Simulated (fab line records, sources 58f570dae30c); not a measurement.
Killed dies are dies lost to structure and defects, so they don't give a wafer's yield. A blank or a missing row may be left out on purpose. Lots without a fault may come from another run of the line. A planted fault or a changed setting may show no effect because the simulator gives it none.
Which tool did it? | flow berkeley_cmos170 | 7 lots, 21 wafers sampled, at 1 step of a route of 331

WHAT THE GAUGES READ, wafer by wafer
UCB170_START_THK_MEAS_03.
lot  | measured    | on            | START_OXIDE_THK (nm)
L618 | day 2 02:12 | film_metro-02 | 18.3 18.8 18.2
L620 | day 2 10:22 | film_metro-02 | 18.7 18.5 18.3
L624 | day 3 07:35 | film_metro-02 | 18.3 18.3 18.4
L626 | day 3 16:47 | film_metro-02 | 18.2 18.2 18.2
L629 | day 4 09:39 | film_metro-01 | 18.0 17.9 17.9
L637 | day 6 01:10 | film_metro-02 | 18.9 18.4 18.7
L639 | day 6 09:08 | film_metro-01 | 17.4 18.0 17.9

WHICH TOOL RAN EACH LOT (tool, then ch and the chambers of the sampled wafers, then the start)
The record holds no process step before these readings.

THE ANSWER, worked out from the rows above alone
Rule: what is usual is taken from the lots themselves. Put in order of their means at a reading, lots are off if they are a third of the lots or fewer, leave a main group of 4 or more, and stand apart from it by a gap of 3 or more times the standard deviation of the main group's means; of several such gaps the widest counts. A main group whose means are all the same, to the digits that the tables above print for the reading, isn't used. A lot without any number at a reading at which 4 lots or more have one is off too. The other lots that the step has rows for count as sound.
No lot is off at any reading shown: from this, nothing can be told.

WHAT THE SIMULATOR HAD PUT IN
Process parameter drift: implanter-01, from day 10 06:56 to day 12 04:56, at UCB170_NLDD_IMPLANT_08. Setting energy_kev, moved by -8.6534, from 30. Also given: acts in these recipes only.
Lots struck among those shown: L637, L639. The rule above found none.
